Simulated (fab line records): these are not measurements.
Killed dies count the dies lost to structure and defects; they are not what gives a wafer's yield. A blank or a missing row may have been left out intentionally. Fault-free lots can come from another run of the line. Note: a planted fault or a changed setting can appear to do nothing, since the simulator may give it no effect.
Comparing a struck lot with a sound one -- flow berkeleyCmos170 -- 15 steps out of a route of 331
Sound: wafers L789.2, L789.3, L789.6. Wafers struck: L795.1, L795.3, L795.6. The cause comes at the end.
For every step that has rows: the tool of each side, followed by ch and its chambers, followed by its first start. Under that, the readings that differ: sound wafers -- struck wafers -- difference of the means -- sigmas: that difference in standard deviations of wafers without a fault.
alike: same words and numbers on both sides, and readings whose means sit less than 2 such deviations apart. not compared: any withheld reading, any reading some wafer has no value for, any bound like >300 that may hide the same value, and any number with overlapping values for which the record gives no deviation.
Wherever a step has rows on one side only, a row that says differs or no value, or a row with sigmas, the two part there. Numbers that don't overlap but have no deviation are shown without sigmas and don't part them. A reading missing from all wafers of one side parts the sides only when that side holds two or more wafers.

first, 2 steps without rows for these wafers: UCB170_M3_COAT_05 (resist thk 900 nm); UCB170_M3_SOFTBAKE_06 (time 60 s).
UCB170_M3_STRIP_07: strips in O2.
  sound on plasmaAsher-04 ch 1, day 9 11:38; struck on plasmaAsher-02 ch 1, day 10 17:08
  alike: chamberPressureMTorr, drypumpMotorCurrentA, oesProductAu, stripTimeToEndpointS
  not compared: rfHoursCounterH
then, 7 steps without rows for these wafers: UCB170_M3_STRIP_08 (strips KrF in DMSO, time 600 s); UCB170_M3_COAT_09; UCB170_M3_COAT_10 (resist thk 900 nm); UCB170_M3_SOFTBAKE_11 (time 60 s); UCB170_M3_EXPOSE_12 (exposes mask METAL3, target cd 700 nm); UCB170_M3_PEB_13; UCB170_M3_DEVELOP_14 (develop time 45 s).
UCB170_M3_CD_MEAS_15: target cd 700 nm.
  sound on cdSem-02, day 9 13:06; struck on cdSem-01, day 10 18:28
  alike: cdNm
UCB170_M3_OVL_MEAS_16:
  sound on overlay-01, day 9 13:13; struck on overlay-01, day 10 18:35
  alike: M3_OVL
UCB170_M3_ETCH_17: etches BARC in N2/H2.
  sound on rieDiel-04 ch 0,2, day 9 13:14; struck on rieDiel-04 ch 2,3, day 10 18:37
reading,sound,struck,difference,sigmas
oesProductAu (a.u.),1.002 1.008 0.994,0.810 0.805 0.802,-0.196,-12
  alike: chamberPressureMTorr, drypumpMotorCurrentA, h2FlowSccm, throttleValvePct
UCB170_M3_METAL_ETCH_18: etches Al in Cl2/BCl3, stops on SiO2, target depth 1170 nm, time 195 s.
  sound on rieMetal-03 ch 0, day 9 13:17; struck on rieMetal-01 ch 0,1, day 10 18:40
  alike: chamberPressureMTorr, drypumpMotorCurrentA, oesProductAu, throttleValvePct
  not compared: rfHoursCounterH
UCB170_M3_PROBE_99:
  the record has rows for the struck wafers here (prober-01, day 10 19:11) and none for the sound ones

WHERE THEY PART
At UCB170_M3_ETCH_17 first; at UCB170_M3_PROBE_99 last (within this record only).

WHY: the cause the simulator had injected
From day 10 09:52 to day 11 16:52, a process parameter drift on rieDiel-04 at UCB170_M3_ETCH_17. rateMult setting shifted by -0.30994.
